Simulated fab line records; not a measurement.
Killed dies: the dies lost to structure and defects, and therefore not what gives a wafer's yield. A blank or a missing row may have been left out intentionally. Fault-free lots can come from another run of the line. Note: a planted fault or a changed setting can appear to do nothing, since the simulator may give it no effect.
fab line records	flow berkeley-cmos170
record lots=14	wafers=42	last-day=12
route steps=331 shown PWELL@49
lots untouched by any fault: they come from a run of this same line in which no faults occurred
start-h: start of the lot's first displayed wafer, in hours after the record's first day	wait-h: how many hours have passed since the lot's step before this one	" identical to the entry in the row above	L1.1+2: one row covering several wafers at once	- no value, or no start was given	* or withheld: withheld	< > ~ a bound
route shown NAME@n: a module of which the file shows steps, and the number in the route of the first	usual: mean/standard deviation of fault-free wafers	same: alike in all rows	chamber/n: place in a boat	sites: per-site readings	_std_site: the values' standard deviation	_edge_site: mean of outer sites minus mean of inner sites	radius-mm: how far each site lies from the wafer's centre	mask NAME#n: copy n	behind: the last tool/chamber to shape the wafer	hold: reason for holding the lot/hours on hold/outcome of the hold	device: which transistor (n, p or np) failed to switch	end of line: the route-end tests of the same wafers	where a step has no rows: the recipe by itself	killed: at the first sort, the dies lost to defects and structure; wafer yield is something else	map: a wafer's dies, marking killed ones x, the rest . and places with no die _
set.NAME: the setting that was run; set.NAME@STEP: the one run at that earlier step	model.NAME: the simulator's own value behind a step, which no gauge read
a sample of lots followed through the steps of the route, with each step as a table and each wafer as a row
services: from which hour (start-h, from the record's first day; less than 0 if before it) a tool's chamber was out of use, for how many hours, and why
## steps
# step UCB170_PWELL_IMPLANT_15
# recipe species=B	dose-cm2=5e+12	energy-kev=60	tilt-deg=7
# usual beam-energy-keV=60.009/0.019	dose-ions-cm2=5.001e+12/5.6e+09	faraday-current-uA=15.9/0.33
lot.wafer	tool	chamber	start-h	wait-h	beam-energy-keV	dose-ions-cm2	faraday-current-uA
L454.2	implanter-03	0	62.32	0.1	59.985	4.995e+12	16.1
L454.4	"	0	"	"	59.989	4.998e+12	15.9
L454.5	"	0	"	"	60.025	4.994e+12	16.2
L456.2	implanter-03	0	65.31	0.1	60.016	4.999e+12	15.6
L456.3	"	0	"	"	60.020	4.999e+12	16.0
L456.4	"	0	"	"	60.038	5.003e+12	15.6
L457.1	implanter-04	0	70.70	0.1	60.055	4.99e+12	16.3
L457.3	"	0	"	"	60.002	4.994e+12	16.1
L457.6	"	0	"	"	60.040	5.001e+12	16.1
L458.2	implanter-01	0	76.24	0.1	59.995	4.998e+12	15.9
L458.3	"	0	"	"	60.013	4.996e+12	15.4
L458.4	"	0	"	"	59.990	5e+12	15.1
L459.2	implanter-04	0	80.16	0.1	60.017	5.004e+12	15.5
L459.3	"	0	"	"	59.998	5.006e+12	15.6
L459.4	"	0	"	"	60.016	5.006e+12	16.0
L460.1	implanter-01	0	86.80	0.1	60.018	5.015e+12	15.4
L460.2	"	0	"	"	59.996	5.01e+12	16.2
L460.6	"	0	"	"	60.016	5.007e+12	16.0
L461.2	implanter-04	0	87.06	0.1	59.997	4.997e+12	16.0
L461.4	"	0	"	"	59.988	5.001e+12	15.7
L461.5	"	0	"	"	60.001	4.992e+12	15.5
L462.1	implanter-01	0	97.32	0.1	60.027	4.997e+12	15.5
L462.2	"	0	"	"	60.021	5.004e+12	15.8
L462.5	"	0	"	"	59.997	5e+12	15.8
L463.3	implanter-04	0	97.64	0.1	60.031	5.009e+12	16.3
L463.5	"	0	"	"	60.012	4.995e+12	16.4
L463.6	"	0	"	"	60.042	4.998e+12	15.9
L471.1	implanter-01	0	140.85	0.1	59.982	4.492e+12	13.7
L471.2	"	0	"	"	59.998	4.495e+12	14.7
L471.5	"	0	"	"	59.993	4.496e+12	13.9
L472.1	implanter-04	0	150.59	0.1	60.008	5.005e+12	16.0
L472.3	"	0	"	"	59.998	5e+12	15.8
L472.5	"	0	"	"	60.005	5.004e+12	16.2
L473.1	implanter-01	0	150.83	0.1	60.003	4.504e+12	14.3
L473.3	"	0	"	"	60.002	4.496e+12	14.0
L473.6	"	0	"	"	59.971	4.5e+12	14.4
L475.1	implanter-03	0	158.00	0.1	60.003	5.013e+12	16.0
L475.2	"	0	"	"	59.996	4.997e+12	15.5
L475.3	"	0	"	"	60.004	5.011e+12	15.7
L476.1	implanter-03	0	168.66	0.1	60.015	5.003e+12	15.5
L476.2	"	0	"	"	60.014	4.993e+12	15.9
L476.4	"	0	"	"	60.013	4.997e+12	15.9
# step UCB170_PWELL_TW_MEAS_17
# usual PWELL_TW=379.7/2.3
lot.wafer	tool	chamber	start-h	wait-h	PWELL_TW
L454.2	film-metro-02	-	62.55	0.1	381.6
L454.4	"	-	"	"	378.9
L454.5	"	-	"	"	378.3
L456.2	film-metro-04	-	65.55	0.1	374.0
L456.3	"	-	"	"	377.2
L456.4	"	-	"	"	375.1
L457.1	film-metro-02	-	70.95	0.1	381.3
L457.3	"	-	"	"	378.6
L457.6	"	-	"	"	378.5
L458.2	film-metro-01	-	76.48	0.1	380.2
L458.3	"	-	"	"	381.4
L458.4	"	-	"	"	379.5
L459.2	film-metro-01	-	80.40	0.1	379.5
L459.3	"	-	"	"	380.2
L459.4	"	-	"	"	377.8
L460.1	film-metro-02	-	87.05	0.1	379.9
L460.2	"	-	"	"	381.3
L460.6	"	-	"	"	382.1
L461.2	film-metro-02	-	87.30	0.1	379.6
L461.4	"	-	"	"	379.9
L461.5	"	-	"	"	383.0
L462.1	film-metro-02	-	97.57	0.1	380.5
L462.2	"	-	"	"	380.7
L462.5	"	-	"	"	378.0
L463.3	film-metro-02	-	97.86	0.1	380.1
L463.5	"	-	"	"	379.8
L463.6	"	-	"	"	379.6
L471.1	film-metro-01	-	141.10	0.1	369.0
L471.2	"	-	"	"	367.0
L471.5	"	-	"	"	370.3
L472.1	film-metro-04	-	150.84	0.1	377.1
L472.3	"	-	"	"	379.1
L472.5	"	-	"	"	379.1
L473.1	film-metro-02	-	151.08	0.1	369.1
L473.3	"	-	"	"	367.1
L473.6	"	-	"	"	368.1
L475.1	film-metro-04	-	158.25	0.1	378.8
L475.2	"	-	"	"	379.8
L475.3	"	-	"	"	380.4
L476.1	film-metro-01	-	168.91	0.1	380.3
L476.2	"	-	"	"	379.9
L476.4	"	-	"	"	380.8
## services
tool	chamber	start-h	hours	kind
implanter-01	-	45.48	0.8	repair
implanter-03	-	76.89	1.8	repair
implanter-04	-	105.64	3.0	pm
implanter-03	-	107.98	2.8	pm
implanter-04	-	115.98	11.4	pm
implanter-03	-	146.23	2.3	repair
implanter-01	-	161.07	4.3	pm
## key
first-sign step=UCB170_PWELL_IMPLANT_15	reading=dose-ions-cm2	direction=down	sigmas=90	usual=5.001e+12	struck=4.497e+12
effect step=UCB170_PWELL_IMPLANT_15	reading=faraday-current-uA	direction=down	sigmas=5.1	usual=15.9	struck=14.2
effect step=UCB170_PWELL_TW_MEAS_17	reading=PWELL_TW	direction=down	sigmas=4.9	usual=379.7	struck=368.4
met-at UCB170_PWELL_IMPLANT_15
struck-lots L471,L473
tester-left-out L471,L473
onset-between 97.32 140.85
fault kind=process-parameter-drift	tool=implanter-01	chamber=-	onset-h=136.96	steps=UCB170_PWELL_IMPLANT_15	channel=dose-cm2	offset=-5.0353e+11	shape=step	end-h=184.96	acts-in=these-recipes-only	stated=5e+12
# tester-left-out: of these lots the tester's yield and bins aren't shown, on N5 and GAA mostly nor the transistor test; their killed dies are dies lost to structure and defects alone, not to doping, threshold or leakage, so they don't give the yield
